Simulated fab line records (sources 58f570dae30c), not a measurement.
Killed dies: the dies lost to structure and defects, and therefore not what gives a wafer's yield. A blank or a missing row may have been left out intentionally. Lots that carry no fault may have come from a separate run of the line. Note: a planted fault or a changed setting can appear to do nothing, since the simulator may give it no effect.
One fault through the eyes of 2 desks	flow berkeley_cmos170	numbers are kept per desk, each desk with only its own; the story behind them comes last

== FROM THE METROLOGY DESK ==
What the gauges read, lot by lot, whatever tool the lot ran on: means of the sampled wafers that have a number. Marked OUT: a lot whose mean sits more than 4 standard deviations from the usual mean, which makes it out of limits; the brackets give that distance.
Columns: A = V1_BOW at UCB170_V1_BOW_MEAS_03, usual 18 um; B = cd_nm at UCB170_M3_CD_MEAS_90, usual 702 nm
lot	first seen here	A	B
L269	day 8 07:08	10	696
L268	day 8 09:47	15	697
L272	day 8 15:58	15	706
L271	day 8 17:19	15	703
L270	day 8 17:37	20	700
L273	day 9 23:34	21	706
L275	day 10 00:53	19	701
L274	day 10 02:16	21	705
L279	day 10 19:34	13	707
L287	day 12 12:46	14	700
L288	day 12 14:07	17	703
L289	day 13 04:40	16	704
L290	day 13 05:58	21	700
L291	day 13 07:19	11	702
Finding of this desk: none of the 14 lots has anything out of limits.

== TOOL OWNER'S DESK, rie_diel-04 ==
The tool's own readings at UCB170_M3_ETCH_17 (etches BARC in N2/H2): means of the sampled wafers that have a number, for each lot that ran on this tool. Marked OUT: a lot whose mean sits more than 4 standard deviations from the usual mean, which makes it out of limits; the brackets give that distance.
Columns: A = drypump_motor_current_A at UCB170_M3_ETCH_17, usual 5.6 A; B = oes_product_au at UCB170_M3_ETCH_17, usual 1.003 a.u.; C = throttle_valve_pct at UCB170_M3_ETCH_17, usual 13.30 %
lot	first seen here	A	B	C
L268	day 8 20:28	5.8	0.989	13.34
L272	day 9 06:47	5.9	1.000	13.14
L270	day 9 07:23	5.8	1.022	13.26
L273	day 10 16:40	5.3	0.768 (-12) OUT	13.40
L279	day 11 05:44	5.3	0.764 (-13) OUT	13.40
L291	day 13 16:47	6.3	0.994	13.19
This desk's verdict: out of limits on L273, L279, starting with L273 at day 10 16:40 (oes_product_au at UCB170_M3_ETCH_17). In limits: L268, L272, L270, L291.

== PUT TOGETHER ==
An alarm could have come from the tool owner's desk at day 10 16:40, on L273, L279.
The metrology desk saw nothing out of limits.
The metrology desk holds a record of L273, L279, inside its limits.
On rie_diel-04, each named lot ran UCB170_M3_ETCH_17.

== WHAT THE SIMULATOR PUT IN ==
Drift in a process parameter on rie_diel-04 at UCB170_M3_ETCH_17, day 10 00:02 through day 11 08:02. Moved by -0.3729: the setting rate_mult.
Lots struck among those shown: L273, L279.
Hours from the fault's start to each desk's first reading out of limits: the tool owner's desk, 17.
